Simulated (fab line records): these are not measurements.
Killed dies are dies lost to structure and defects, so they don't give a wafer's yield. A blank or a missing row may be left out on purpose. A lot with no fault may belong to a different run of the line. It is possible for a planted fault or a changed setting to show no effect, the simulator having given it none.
Which tool is to blame? ; flow berkeley-cmos170 ; 13 lots, 39 wafers sampled, at 2 steps of a route of 331

## WHAT THE GAUGES READ, wafer by wafer
UCB170_SDANNEAL_RS_MEAS_04: a four-point-probe measurement. Usual: PLDD_RS typically reads 1031.4 ohm/sq, with standard deviation 2.8.
lot;measured;on;PLDD_RS (ohm/sq);flag
L623;day 7 07:26;film-metro-04;1028.6 1031.3 1032.6;
L622;day 7 08:04;film-metro-01;1034.4 1038.2 1034.7;
L624;day 7 07:54;film-metro-02;1029.9 1030.2 1029.4;
L625;day 7 08:04;film-metro-04;1031.6 1028.9 1029.0;
L627;day 8 08:29;film-metro-02;1034.6 1033.1 1032.7;
L631;day 9 04:05;film-metro-02;1034.1 1035.3 1031.2;
L636;day 9 21:49;film-metro-04;1025.4 1026.6 1027.3;
L634;day 9 22:08;film-metro-01;1030.1 1030.8 1033.6;
L638;day 10 10:38;film-metro-01;1036.6 1034.3 1034.0;
L639;day 10 10:11;film-metro-02;1032.5 1027.6 1031.3;
L641;day 10 16:11;film-metro-04;1032.3 1034.4 1033.3;
L642;day 10 16:40;film-metro-04;1034.3 1035.4 1033.6;
L644;day 11 10:18;film-metro-02;1027.5 1030.2 1029.0;

## EACH LOT AND THE TOOL THAT RAN IT (in order: tool; ch and the chambers of the sampled wafers; start)
lot;UCB170_PLDD_STRIP_10
L623;plasma-asher-01 ch 0,1, day 6 18:41
L622;plasma-asher-01 ch 0,1, day 6 19:03
L624;plasma-asher-01 ch 0,1, day 6 19:45
L625;plasma-asher-01 ch 1, day 6 19:52
L627;plasma-asher-03 ch 0,1, day 7 21:54
L631;plasma-asher-04 ch 0,1, day 8 16:09
L636;plasma-asher-04 ch 0,1, day 9 07:07
L634;plasma-asher-04 ch 0,1, day 9 07:22
L638;plasma-asher-03 ch 0,1, day 9 21:09
L639;plasma-asher-04 ch 0,1, day 9 21:12
L641;plasma-asher-03 ch 0,1, day 10 03:54
L642;plasma-asher-03 ch 0,1, day 10 04:14
L644;plasma-asher-03 ch 0,1, day 10 19:40
- UCB170_PLDD_STRIP_10: strips in O2.

## WHAT THE TOOLS THEMSELVES READ (means of the sampled wafers that have a number; where no wafer has one, the mark that the record gives instead)
UCB170_PLDD_STRIP_10. Usual: drypump-motor-current-A 5.7 A, standard deviation 0.4; oes-product-au 0.748 a.u., standard deviation 0.0044; strip-time-to-endpoint-s 21.63 s, standard deviation 0.067.
lot;tool;drypump-motor-current-A (A);oes-product-au (a.u.);strip-time-to-endpoint-s (s);flag
L623;plasma-asher-01;5.4;0.745;21.68;
L622;plasma-asher-01;5.3;0.748;21.57;
L624;plasma-asher-01;5.5;0.748;21.59;
L625;plasma-asher-01;5.6;0.749;21.66;
L627;plasma-asher-03;5.6;0.743;21.71;
L631;plasma-asher-04;6.3;0.742;21.72;
L636;plasma-asher-04;6.3;0.754;21.65;
L634;plasma-asher-04;6.3;0.744;21.76;
L638;plasma-asher-03;5.5;0.750;21.54;
L639;plasma-asher-04;6.3;0.744;21.60;
L641;plasma-asher-03;5.6;0.752;21.71;
L642;plasma-asher-03;5.5;0.752;21.60;
L644;plasma-asher-03;5.5;0.748;21.66;

## THE ANSWER, worked out from the rows above alone
Rule: a lot is off if the mean of its wafers that have a number lies more than 3 standard deviations from the usual mean. Also off: a lot with no number at a reading for which 4 or more lots have one. Any other lot the step has rows for is counted as sound. The gauges are gone through in route order, then the tools' own readings, and for those a lot's mean is taken as printed above. The first step at which some lot is off is used, and at that step the reading that is off furthest; a lot without a number counts as furthest.
Nothing can be told from this: no lot is off at any reading shown.

## WHAT THE SIMULATOR PUT IN
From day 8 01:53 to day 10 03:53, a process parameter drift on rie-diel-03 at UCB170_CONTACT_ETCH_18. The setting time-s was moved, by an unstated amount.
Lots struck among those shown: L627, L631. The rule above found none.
